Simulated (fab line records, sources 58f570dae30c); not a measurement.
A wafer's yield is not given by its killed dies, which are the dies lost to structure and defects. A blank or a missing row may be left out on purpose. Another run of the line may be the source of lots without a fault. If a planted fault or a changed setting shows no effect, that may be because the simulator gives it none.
What tool caused it? | flow berkeley cmos170 | 7 lots, 21 wafers sampled, at 1 step of a route of 331

== WHAT EACH GAUGE READ, for each wafer ==
UCB170_NWELL_OVL_MEAS_12.
lot  | measured    | on         | NWELL_OVL (nm)
L908 | day 3 04:54 | overlay-02 | 7 0 7
L910 | day 3 15:35 | overlay-02 | 8 0 0
L917 | day 4 16:46 | overlay-01 | 1 0 -2
L920 | day 5 09:05 | overlay-01 | 0 -3 -3
L923 | day 6 03:54 | overlay-01 | 2 -5 1
L925 | day 6 11:27 | overlay-01 | 6 -6 1
L928 | day 7 04:49 | overlay-01 | -5 1 8

== WHICH TOOL RAN EACH LOT (tool, then ch and the chambers of the sampled wafers, then the start) ==
The record holds no process step before these readings.

== THE ANSWER, worked out from the rows above alone ==
Rule: usual is defined by the lots themselves. Put in order of their means at a reading, lots are off if they are a third of the lots or fewer, leave a main group of 4 or more, and stand apart from it by a gap of 3 or more times the standard deviation of the main group's means; of several such gaps the widest counts. The tables above print the reading to a certain number of digits; a main group whose means all agree to those digits is not used. Also off: a lot with no number at a reading for which 4 or more lots have one. All remaining lots with rows at the step are treated as sound.
None of the lots is off at any reading shown; this tells nothing.

== WHAT WAS PUT IN BY THE SIMULATOR ==
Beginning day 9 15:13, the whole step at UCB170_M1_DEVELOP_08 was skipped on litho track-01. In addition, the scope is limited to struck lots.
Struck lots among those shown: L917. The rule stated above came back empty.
